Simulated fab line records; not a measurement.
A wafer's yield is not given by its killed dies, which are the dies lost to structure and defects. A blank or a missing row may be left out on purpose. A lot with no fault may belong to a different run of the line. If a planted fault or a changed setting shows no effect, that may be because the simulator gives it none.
Problem report in the 8D (eight disciplines) form, filled by code ; flow rit-cmos ; the parts of the form that need people (team, actions taken, sign-off) are left out

== 1. THE PROBLEM ==
GATE_POLY_THK at RIT_GATE_THK_MEAS_09 reads a mean of 269.3 nm on 6 wafers of 2 lots; wafers without a fault read 250.1 nm with a standard deviation of 2. That puts it +9.6 standard deviations away from the usual mean.
Earliest sighting: wafer L889.3 on film-metro-04 at day 5 02:47. The record has a number at this step for 42 wafers belonging to 14 lots. The rule behind "out" and "out of limits": a value lying over 4 standard deviations away from the usual mean. The other wafers with a number count as sound.

== 2. WHAT THIS IS AND IS NOT ==
question;is;is not
which readings at this step;GATE_POLY_THK;-
which lots;L889, L890;L878, L879, L880, L882, L884, L886, L887, L888, L891, L892, L893, L900
which wafers of those lots;all that have a number;-
read on which gauges;film-metro-01, film-metro-04;film-metro-02
when;from day 5 02:47;"up to then (24 sound wafers); but 12 sound wafers of L891, L892, L893, L900 came after"

== 3. SUSPECTS, AND WHAT RULES EACH OUT ==
Counting: any tool at a process step up to the reading is kept as a suspect provided that every lot that is out went through it and no sound lot did after the first of them.
- ruled out: the gauge at RIT_GATE_THK_MEAS_09. Those wafers that are out were read across 2 gauges (film-metro-01, film-metro-04).
- lpcvd-02 at RIT_GATE_CVD_08 (deposits poly-Si from SiH4, target thk 250 nm, time 2220 s): kept. Every lot that is out went through it, starting with L889 (day 5 01:09), and after that it ran no sound lot; the last sound lot it ran before then is L888 (day 4 22:31).
Left after counting: lpcvd-02 at RIT_GATE_CVD_08.

== 4. THE CAUSE (what the simulator had put in) ==
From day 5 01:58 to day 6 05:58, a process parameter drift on lpcvd-02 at RIT_GATE_CVD_08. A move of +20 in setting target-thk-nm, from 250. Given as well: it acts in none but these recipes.
Only this tool survived the counting.

== 5. SEQUENCE OF EFFECTS, ordered by route ==
Rows list readings where the struck wafers' mean (over those with a number) sits beyond 3 standard deviations from the usual. Scope: only readings with a usual standard deviation given in the record; hours: median across lots of the time from each lot's start at the first step in this table that gives one to its start at this step; sigmas: change in usual standard deviations.
hours;step;reading;usual;on struck wafers;change;sigmas
0;RIT_GATE_THK_MEAS_09;GATE_POLY_THK;250.1 nm;269.3;+19.2;+9.6
1;RIT_GATE_ETCH_19;oes-product-au;0.846 a.u.;0.893;+0.047;+3.3
Here are the process steps it includes:
- RIT_GATE_ETCH_19: etches poly-Si in SF6/CHF3/O2, stops on SiO2, time 165 s, target depth 312.5 nm.
Later measuring or inspecting steps at which every struck wafer that the step has a row for has a number for every such reading, and none has moved that far: RIT_GATE_CD_MEAS_90.

== 6. WHAT WOULD HAVE CAUGHT IT SOONER ==
In this record the first reading out of limits at a measuring or inspecting step was taken at day 5 02:47, 1 hour after the fault began at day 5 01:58.
Lots out: 2; all had begun RIT_GATE_CVD_08 on lpcvd-02 by day 5 02:47. None of them would have been spared by holding the tool at that moment.
